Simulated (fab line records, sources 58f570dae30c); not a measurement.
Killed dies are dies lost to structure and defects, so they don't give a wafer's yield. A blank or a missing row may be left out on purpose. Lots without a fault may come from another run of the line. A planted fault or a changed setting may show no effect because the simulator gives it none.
Which tool did it? | flow berkeley_cmos170 | 14 lots, 42 wafers sampled, at 4 steps of a route of 331

WHAT THE GAUGES READ, wafer by wafer
UCB170_M2_OVL_MEAS_16.
lot  | measured     | on         | M2_OVL (nm)
L969 | day 8 08:22  | overlay-02 | -5 3 0
L972 | day 8 20:28  | overlay-02 | -5 -2 -4
L973 | day 9 09:04  | overlay-02 | 1 -1 -1
L977 | day 10 16:35 | overlay-01 | -6 -5 -11
L980 | day 10 11:02 | overlay-02 | -3 -8 -8
L979 | day 10 16:50 | overlay-01 | -6 -2 -2
L982 | day 11 05:40 | overlay-01 | -1 0 -3
L981 | day 11 07:09 | overlay-01 | 1 9 -1
L985 | day 11 20:55 | overlay-01 | -6 -2 -2
L986 | day 12 12:50 | overlay-01 | 0 -4 1
L988 | day 12 20:37 | overlay-02 | -12 -4 -12
L990 | day 13 22:26 | overlay-01 | -11 -14 -13
L989 | day 13 06:37 | overlay-02 | -2 -7 -7
L992 | day 13 21:01 | overlay-01 | 0 0 4

UCB170_V2_BOW_MEAS_03.
lot  | measured     | on            | V2_BOW (um)
L969 | day 8 09:33  | film_metro-02 | 36 45 38
L972 | day 8 21:40  | film_metro-04 | 46 28 25
L973 | day 9 10:04  | film_metro-01 | 37 29 33
L977 | day 10 17:41 | film_metro-01 | 34 39 42
L980 | day 10 12:07 | film_metro-04 | 41 38 41
L979 | day 10 18:16 | film_metro-04 | 49 33 37
L982 | day 11 06:40 | film_metro-01 | 41 45 36
L981 | day 11 08:21 | film_metro-02 | 40 49 40
L985 | day 11 21:57 | film_metro-01 | 39 50 39
L986 | day 12 13:50 | film_metro-04 | 47 48 47
L988 | day 12 21:37 | film_metro-02 | 36 39 38
L990 | day 13 23:26 | film_metro-01 | 33 34 45
L989 | day 13 07:37 | film_metro-02 | 43 41 42
L992 | day 13 22:02 | film_metro-02 | 42 32 40

UCB170_M3_OVL_MEAS_16.
lot  | measured     | on         | M3_OVL (nm)
L969 | day 8 14:06  | overlay-01 | -11 -3 -8
L972 | day 9 01:33  | overlay-02 | -11 -10 -11
L973 | day 9 13:57  | overlay-02 | -12 -11 -4
L977 | day 10 21:42 | overlay-01 | -7 -8 -6
L980 | day 10 16:50 | overlay-02 | -4 -4 -8
L979 | day 10 22:18 | overlay-01 | -11 -6 -8
L982 | day 11 10:41 | overlay-01 | -11 -2 -10
L981 | day 11 12:39 | overlay-02 | -13 -8 -10
L985 | day 12 02:18 | overlay-02 | -8 -6 -11
L986 | day 12 18:43 | overlay-02 | -11 -11 -8
L988 | day 13 02:44 | overlay-01 | -6 -3 -6
L990 | day 14 05:12 | overlay-02 | -11 -8 -12
L989 | day 13 13:07 | overlay-02 | -7 -11 -5
L992 | day 14 02:19 | overlay-02 | -12 -7 -8

WHICH TOOL RAN EACH LOT (tool, then ch and the chambers of the sampled wafers, then the start)
lot  | UCB170_NWELL_CLEAN_17
L969 | wet_bench-02 ch 3, day 2 16:20
L972 | wet_bench-02 ch 0, day 2 21:34
L973 | wet_bench-02 ch 3, day 3 13:25
L977 | wet_bench-02 ch 3, day 4 06:46
L980 | wet_bench-01 ch 0, day 4 15:58
L979 | wet_bench-01 ch 2, day 4 16:11
L982 | wet_bench-03 ch 0, day 5 00:51
L981 | wet_bench-03 ch 0, day 5 01:07
L985 | wet_bench-02 ch 3, day 5 18:08
L986 | wet_bench-02 ch 2, day 6 01:25
L988 | wet_bench-02 ch 0, day 6 11:31
L990 | wet_bench-02 ch 3, day 6 22:16
L989 | wet_bench-02 ch 3, day 6 22:51
L992 | wet_bench-02 ch 1, day 7 06:59
- UCB170_NWELL_CLEAN_17: cleans in SPM, time 600 s.

WHAT THE TOOLS THEMSELVES READ (means of the sampled wafers that have a number; where no wafer has one, the mark that the record gives instead)
The record holds no such reading with a usual standard deviation.

THE ANSWER, worked out from the rows above alone
Rule: what is usual is taken from the lots themselves. Put in order of their means at a reading, lots are off if they are a third of the lots or fewer, leave a main group of 4 or more, and stand apart from it by a gap of 3 or more times the standard deviation of the main group's means; of several such gaps the widest counts. A main group whose means are all the same, to the digits that the tables above print for the reading, isn't used. A lot without any number at a reading at which 4 lots or more have one is off too. The other lots that the step has rows for count as sound. The gauges are gone through in route order, then the tools' own readings, and for those a lot's mean is taken as printed above. The first step at which some lot is off is used, and at that step the reading that is off furthest; a lot without a number counts as furthest.
No lot is off at any reading shown: from this, nothing can be told.

WHAT THE SIMULATOR HAD PUT IN
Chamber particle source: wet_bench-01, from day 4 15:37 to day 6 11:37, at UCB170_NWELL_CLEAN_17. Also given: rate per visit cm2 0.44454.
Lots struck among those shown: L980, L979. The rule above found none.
